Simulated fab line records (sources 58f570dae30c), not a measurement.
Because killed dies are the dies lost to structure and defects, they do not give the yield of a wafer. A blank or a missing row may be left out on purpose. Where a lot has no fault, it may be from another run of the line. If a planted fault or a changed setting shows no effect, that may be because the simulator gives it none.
Split-lot experiment -- flow berkeleyCmos170 -- 23 wafers read across 5 lots, on a route 331 steps long

## ON THE SPLIT
At UCB170_V1_PEB_10, the setting pebTempC was moved away from the recipe's 130 C on 11 of the 23 wafers read, by -2.2% to +2.1%. This setting was run at the recipe's value on the other wafers.

## FROM THE SPLIT TO THE READING: what the file shows between them, 4 steps
- UCB170_V1_DEVELOP_11: develop time 45 s
- UCB170_V1_CD_MEAS_12: target cd 700 nm
- UCB170_V1_ETCH_14: etches SiO2 in CHF3/CF4/Ar, stops on Al, target depth 1250 nm, time 291 s
- UCB170_V1_STRIP_15: strips in O2

## THE READING
At UCB170_V1_CD_MEAS_90: cdNm in nanometres, against a target cd of 700 nm. Typical for fault-free wafers on this fab line: 699.7 nm, with standard deviation 1.5 nm.

wafer,"tool, chamber at the split","pebTempC as run, C",against the recipe,"cdNm, nm",against lot-mates on the recipe
L076.1,"lithoTrack-02, 0",131.5,+1.2%,710.5,+10.2
L076.2,"lithoTrack-02, 0",130,recipe,700.1,-
L076.4,"lithoTrack-02, 0",131.5,+1.2%,709.9,+9.6
L076.5,"lithoTrack-02, 0",131.5,+1.2%,712.7,+12.5
L076.6,"lithoTrack-02, 0",130,recipe,700.4,-
L077.1,"lithoTrack-03, 0",130,recipe,699.8,-
L077.3,"lithoTrack-03, 0",130,recipe,699.5,-
L077.5,"lithoTrack-03, 0",130,recipe,701.1,-
L078.1,"lithoTrack-02, 0",132.7,+2.1%,714.7,+13.6
L078.2,"lithoTrack-02, 0",132.7,+2.1%,716.3,+15.2
L078.4,"lithoTrack-02, 0",130,recipe,699.6,-
L078.5,"lithoTrack-02, 0",132.7,+2.1%,716.0,+14.9
L078.6,"lithoTrack-02, 0",130,recipe,702.6,-
L081.1,"lithoTrack-02, 0",130,recipe,698.1,-
L081.2,"lithoTrack-02, 0",130,recipe,700.0,-
L081.3,"lithoTrack-02, 0",130,recipe,699.8,-
L081.5,"lithoTrack-02, 0",127.8,-1.7%,684.6,-14.7
L081.6,"lithoTrack-02, 0",127.8,-1.7%,680.3,-19.0
L084.1,"lithoTrack-01, 0",127.2,-2.2%,679.3,-21.2
L084.3,"lithoTrack-01, 0",127.2,-2.2%,678.4,-22.1
L084.4,"lithoTrack-01, 0",127.2,-2.2%,680.1,-20.4
L084.5,"lithoTrack-01, 0",130,recipe,701.3,-
L084.6,"lithoTrack-01, 0",130,recipe,699.8,-

THE FIT
A straight line over all 23 wafers: cdNm changes by +9 nm for each +1% of pebTempC; r = +0.99; the points scatter about the line by 1.8 nm.
The same after taking each lot's own level away (the mean of its wafers on the recipe; 23 wafers): +8.82 nm for each +1%; r = +0.99; scatter 1.9 nm.
Per that fit: largest pebTempC move, reading shift of 19 nm.
The span of the lots' own levels, 699.30 to 701.10 nm, comes to 1.2 times the standard deviation stated above.
Consequently the slope shifts little with the lot-to-lot level, the two slopes agreeing.
Check: for one of the wafers moved furthest among these (-2.2%), held out of the fit, the line's prediction against its lot-mates is -19.6 nm. Against them it came out at -21.2 nm.

## OTHER SPLITS APPLIED TO THESE WAFERS
Note: prior to the reading, these wafers also went through further splits. Each is held against what the fit with the lots' levels taken away leaves over:
other split on the same wafers,wafers away from the commonest value,r with cdNm (lot level and that fit taken away)
UCB170_PSD_EXPOSE_03 doseMj,8,-0.31
UCB170_PSD_IMPLANT_08 energyKev,7,+0.01
UCB170_BACKSIDE_COAT_01 spinRpm,10,-0.54
UCB170_SILICIDE_SPUTTER_01 timeS,9,-0.03
UCB170_M1_METAL_ETCH_12 timeS,7,-0.12

## THE WHOLE CHAIN: every reading that the file lists as answering this split, in the file's order
step,what it does,reading,change (the file's fit),r (the file's)
UCB170_V1_CD_MEAS_12,target cd 700 nm,cdNm,+8.84 nm for each +1% of the setting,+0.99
UCB170_V1_ETCH_14,"etches SiO2 in CHF3/CF4/Ar, stops on Al, target depth 1250 nm, time 291 s","V1.cdNm (the simulator's own value, which no gauge read)",+8.87 nm for each +1% of the setting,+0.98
UCB170_V1_CD_MEAS_90,target cd 700 nm,cdNm,+8.9 nm for each +1% of the setting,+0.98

## FILE'S OWN FIT
cdNm changes by +8.9 nm for each +1% of pebTempC, r = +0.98.
